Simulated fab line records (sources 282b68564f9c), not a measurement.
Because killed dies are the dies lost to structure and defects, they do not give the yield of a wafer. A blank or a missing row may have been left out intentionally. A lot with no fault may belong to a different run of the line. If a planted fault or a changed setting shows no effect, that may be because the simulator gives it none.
A lot that was struck, set against a sound lot / flow rit cmos / 39 out of 202 route steps
Sound: the wafers L983.1, L983.4, L983.6. Wafers struck: L998.2, L998.3, L998.4. At the end, the cause is stated.
Order at every step that has rows: each side's tool, ch and its chambers, its first start. Under that, the readings that differ: sound wafers / struck wafers / difference of the means / sigmas: that difference in standard deviations of wafers without a fault.
alike: a reading whose means differ by less than 2 such deviations, as well as words and numbers matching on both sides. not compared: withheld readings; readings where some wafer has no value; bounds like >300 that might hide an equal value; numbers whose values overlap and for which the record gives no deviation.
A row with sigmas, a row that says differs or no value, or rows on one side alone: a step with any of these is where the two part. Non-overlapping numbers with no deviation appear without sigmas and do not part them. A reading that every wafer of one side lacks parts them only if that side has two wafers or more.

first, 3 steps without rows for these wafers: RIT_GATE_EXPOSE_13 (exposes mask M6, target cd 150 nm); RIT_GATE_PEB_14; RIT_GATE_DEVELOP_15 (develop time 50 s).
RIT_GATE_CD_MEAS_16: the cd target is 150 nm.
  struck on cd sem-02, day 5 20:25; sound on cd sem-02, day 2 19:44
  alike: cd nm
RIT_GATE_OVL_MEAS_17:
  struck on overlay-02, day 5 20:31; sound on overlay-02, day 2 19:52
  alike: GATE_OVL
then, 1 step without rows for these wafers: RIT_GATE_HARDBAKE_18 (time 60 s).
RIT_GATE_ETCH_19: etches poly-Si in SF6/CHF3/O2, stops on SiO2, time 165 s, target depth 312.5 nm.
  sound on rie si-01 ch 1,2, day 2 20:02; struck on rie si-02 ch 1,2,3, day 5 20:41
reading=throttle valve pct (%); sound=10.11 9.98 10.10; struck=10.32 10.38 10.47; difference=+0.33; sigmas=+2
  alike: drypump motor current A, oes product au, rf fwd power W
  not compared: rf hours counter h
RIT_GATE_STRIP_20: strips in O2, time 180 s.
  sound on plasma asher-03 ch 0,1, day 2 20:09; struck on plasma asher-01 ch 0,1, day 5 20:48
  alike: drypump motor current A
  not compared: rf hours counter h
RIT_GATE_CD_MEAS_90: the cd target is 150 nm.
  struck on cd sem-01, day 5 21:00; sound on cd sem-01, day 2 20:19
  alike: cd nm
then, 3 steps without rows for these wafers: RIT_REOX_CLEAN_00 (cleans in SC1, time 572.6 s); RIT_REOX_CLEAN_01 (cleans in dHF, time 30 s); RIT_REOX_CLEAN_02 (cleans in SC2, time 600 s).
RIT_REOX_OXIDATION_03: target thk 25.2 nm, ox time 5580 s.
  sound on furnace-02 ch 0, day 2 20:50; struck on furnace-02 ch 0, day 5 22:08
reading=ox time s (s); sound=5580 5580 5580; struck=8091 8091 8091; difference=+2511; sigmas=
reading=model.SiO2_of_REOX_OXIDATION_03.thk nm (nm); sound=24.23 24.33 24.29; struck=32.87 32.74 32.92; difference=+8.56; sigmas=
reading=model.poly-Si_of_GATE_CVD_08.thk nm (nm); sound=234.9 234 233.7; struck=228.3 229.7 230; difference=-4.9; sigmas=
  alike: spike tc centre C
RIT_REOX_THK_MEAS_04:
  struck on film metro-01, day 6 00:41; sound on film metro-01, day 2 23:23
reading=REOX_OXIDE_THK (nm); sound=24.2 24.3 24.3; struck=32.9 32.8 33.0; difference=+8.6; sigmas=+22
then, 6 steps without rows for these wafers: RIT_NLDD_HMDS_00 (prime time 60 s); RIT_NLDD_COAT_01 (resist thk 1000 nm); RIT_NLDD_SOFTBAKE_02 (time 60 s); RIT_NLDD_EXPOSE_03 (exposes mask M7, target cd 40700 nm); RIT_NLDD_PEB_04; RIT_NLDD_DEVELOP_05 (develop time 50 s).
RIT_NLDD_OVL_MEAS_06:
  struck on overlay-02, day 6 01:51; sound on overlay-02, day 3 00:18
  alike: NLDD_OVL
then, 2 steps without rows for these wafers: RIT_NLDD_HARDBAKE_07 (time 60 s); RIT_NLDD_IMPLANT_08.
RIT_NLDD_STRIP_09: strips in O2, time 180 s.
  sound on plasma asher-01 ch 0,1, day 3 00:38; struck on plasma asher-03 ch 0,1, day 6 02:11
  alike: drypump motor current A
  not compared: rf hours counter h
RIT_NLDD_TW_MEAS_10:
  struck on film metro-04, day 6 02:22; sound on film metro-03, day 3 00:49
  alike: NLDD_TW
then, 6 steps without rows for these wafers: RIT_PLDD_HMDS_00 (prime time 60 s); RIT_PLDD_COAT_01 (resist thk 1000 nm); RIT_PLDD_SOFTBAKE_02 (time 60 s); RIT_PLDD_EXPOSE_03 (exposes mask M8, target cd 40900 nm); RIT_PLDD_PEB_04; RIT_PLDD_DEVELOP_05 (develop time 50 s).
RIT_PLDD_OVL_MEAS_06:
  struck on overlay-02, day 6 03:16; sound on overlay-01, day 3 01:51
  alike: PLDD_OVL
then, 2 steps without rows for these wafers: RIT_PLDD_HARDBAKE_07 (time 60 s); RIT_PLDD_IMPLANT_08.
RIT_PLDD_STRIP_09: strips in O2, time 180 s.
  sound on plasma asher-01 ch 0,1, day 3 02:11; struck on plasma asher-02 ch 0,1, day 6 03:36
  alike: drypump motor current A
  not compared: rf hours counter h
RIT_PLDD_TW_MEAS_10:
  struck on film metro-03, day 6 03:47; sound on film metro-03, day 3 02:22
  alike: PLDD_TW
RIT_SPACER_CLEAN_00: cleans in SC1, time 600 s.
  sound on wet bench-04 ch 2, day 3 02:25; struck on wet bench-04 ch 1, day 6 03:50
reading=model.SiO2_of_REOX_OXIDATION_03.thk nm (nm); sound=22.36 22.44 22.41; struck=30.29 30.17 30.34; difference=+7.86; sigmas=
then, 1 step without rows for these wafers: RIT_SPACER_CLEAN_01 (cleans in dHF, time 30 s).
RIT_M1_PROBE_99:
  struck on prober-02, day 6 17:40; sound on prober-01, day 3 16:11
reading=model.etest.pmos turned.r on ohm um; sound=3414 3393 3416; struck=9068 8672 9132; difference=+5550; sigmas=
reading=model.etest.pmos_0p3.r on ohm um; sound=6296 6208 6234; struck=7969 7922 7901; difference=+1685; sigmas=
reading=model.etest.pmos_0p15.r on ohm um; sound=2770 2764 2737; struck=4488 4369 4461; difference=+1682; sigmas=
reading=model.etest.pldd.rs ohm sq; sound=491.7 493.1 493.9; struck=1515 1468 1505; difference=+1003; sigmas=
reading=model.etest.nmos_0p15.r on ohm um; sound=1089 1100 1073; struck=1585 1569 1586; difference=+493; sigmas=
reading=model.etest.nmos_0p3.r on ohm um; sound=2104 2115 2103; struck=2572 2573 2590; difference=+471; sigmas=
reading=model.etest.pldd.line ohm um; sound=156.4 158.1 155.9; struck=473.5 455 471.5; difference=+309.9; sigmas=
reading=model.etest.nldd.rs ohm sq; sound=349 352.7 348.7; struck=628.2 618.8 628.5; difference=+275.0; sigmas=
  alike: killed_at_M0_to_M3, killed at front end, killed dies, killed open, killed short

WHERE THEY PART
At RIT_GATE_ETCH_19 first; at RIT_REOX_THK_MEAS_04 last (within this record only). Later steps at which nothing parts them and some readings are alike: RIT_NLDD_OVL_MEAS_06, RIT_NLDD_STRIP_09, RIT_NLDD_TW_MEAS_10, RIT_PLDD_OVL_MEAS_06, RIT_PLDD_STRIP_09, RIT_PLDD_TW_MEAS_10, RIT_M1_PROBE_99.

WHY: what had been put in by the simulator
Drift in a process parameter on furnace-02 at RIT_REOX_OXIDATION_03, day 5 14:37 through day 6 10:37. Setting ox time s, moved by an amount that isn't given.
